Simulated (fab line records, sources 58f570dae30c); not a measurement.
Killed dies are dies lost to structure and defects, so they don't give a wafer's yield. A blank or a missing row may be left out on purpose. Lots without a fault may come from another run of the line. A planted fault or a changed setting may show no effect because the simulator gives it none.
Problem report in the 8D (eight disciplines) form, filled by code | flow berkeley_cmos170 | the parts of the form that need people (team, actions taken, sign-off) are left out

1. THE PROBLEM
SPACER_TEOS_THK at UCB170_SPACER_THK_MEAS_01 reads a mean of 194 nm on 6 wafers of 2 lots; wafers without a fault read 375 nm with a standard deviation of 5.3. That is -34 standard deviations from the usual mean.
First seen on wafer L901.2, day 8 08:26, on film_metro-01. The record holds 42 wafers of 14 lots with a number at this step. Rule for "out", or "out of limits": more than 4 standard deviations from the usual mean. The other wafers with a number count as sound.

2. WHAT IT IS AND WHAT IT IS NOT
question                    | is                           | is not
which readings at this step | SPACER_TEOS_THK              | -
which lots                  | L901, L905                   | L895, L896, L897, L898, L900, L902, L904, L906, L913, L914, L915, L917
which wafers of those lots  | all that have a number       | -
read on which gauges        | film_metro-01, film_metro-04 | film_metro-02
when                        | from day 8 08:26             | up to then (24 sound wafers); but 12 sound wafers of L913, L914, L915, L917 came after

3. SUSPECTS, AND WHAT RULES EACH OUT
Counting: a tool at a process step up to the reading stays a suspect if it ran every lot that is out and no sound lot after the first of them.
- the gauge at UCB170_SPACER_THK_MEAS_01: ruled out. The wafers that are out were read on 2 gauges (film_metro-01, film_metro-04).
- pecvd-02 at UCB170_SPACER_CVD_00 (deposits SiO2 from TEOS/O2, target thk 376 nm, time 47 s): kept. It ran every lot that is out, first L901 (day 8 08:23), and no sound lot after that; its last sound lot up to then is L902 (day 7 22:36). Its own readings are out on those wafers: run_length_s.
Left after counting: pecvd-02 at UCB170_SPACER_CVD_00.

4. THE CAUSE (what the simulator had put in)
Process parameter drift: pecvd-02, from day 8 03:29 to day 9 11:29, at UCB170_SPACER_CVD_00. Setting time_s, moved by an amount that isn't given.
Counting left only this tool.

5. THE CHAIN OF EFFECTS, in route order
Each row: a reading whose mean over the struck wafers that have a number lies more than 3 standard deviations from the usual. Only readings for which the record gives a usual standard deviation are gone through. hours: the time from each lot's start at the first step in this table that gives one to its start at this step, as a median over the lots. sigmas: the change in usual standard deviations.
hours | step                      | reading         | usual      | on struck wafers | change | sigmas
0     | UCB170_SPACER_CVD_00      | run_length_s    | 74.9 s     | 51.9             | -23.0  | -34
0     | UCB170_SPACER_THK_MEAS_01 | SPACER_TEOS_THK | 375 nm     | 194              | -181   | -34
4     | UCB170_SPACER_ETCHBACK_03 | oes_product_au  | 0.905 a.u. | 0.582            | -0.323 | -19
The process steps in it:
- UCB170_SPACER_CVD_00: deposits SiO2 from TEOS/O2, target thk 376 nm, time 47 s.
- UCB170_SPACER_ETCHBACK_03: etches SiO2 in CHF3/CF4/Ar, stops on Si, target depth 376 nm, time 100 s.
Later measuring or inspecting steps at which every struck wafer that the step has a row for has a number for every such reading, and none has moved that far: UCB170_SILICIDE_THK_MEAS_03.

6. WHAT WOULD HAVE CAUGHT IT SOONER
In this record the first reading out of limits at a measuring or inspecting step was taken at day 8 08:26, 5 hours after the fault began at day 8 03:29.
The tool's own readings at UCB170_SPACER_CVD_00 were out on every struck wafer that the step has a row for (run_length_s): an alarm limit on them would have fired on the first of those.
Of the lots that are out (2), L905 began UCB170_SPACER_CVD_00 on pecvd-02 after day 8 08:26. A hold on the tool at that time would have spared it.
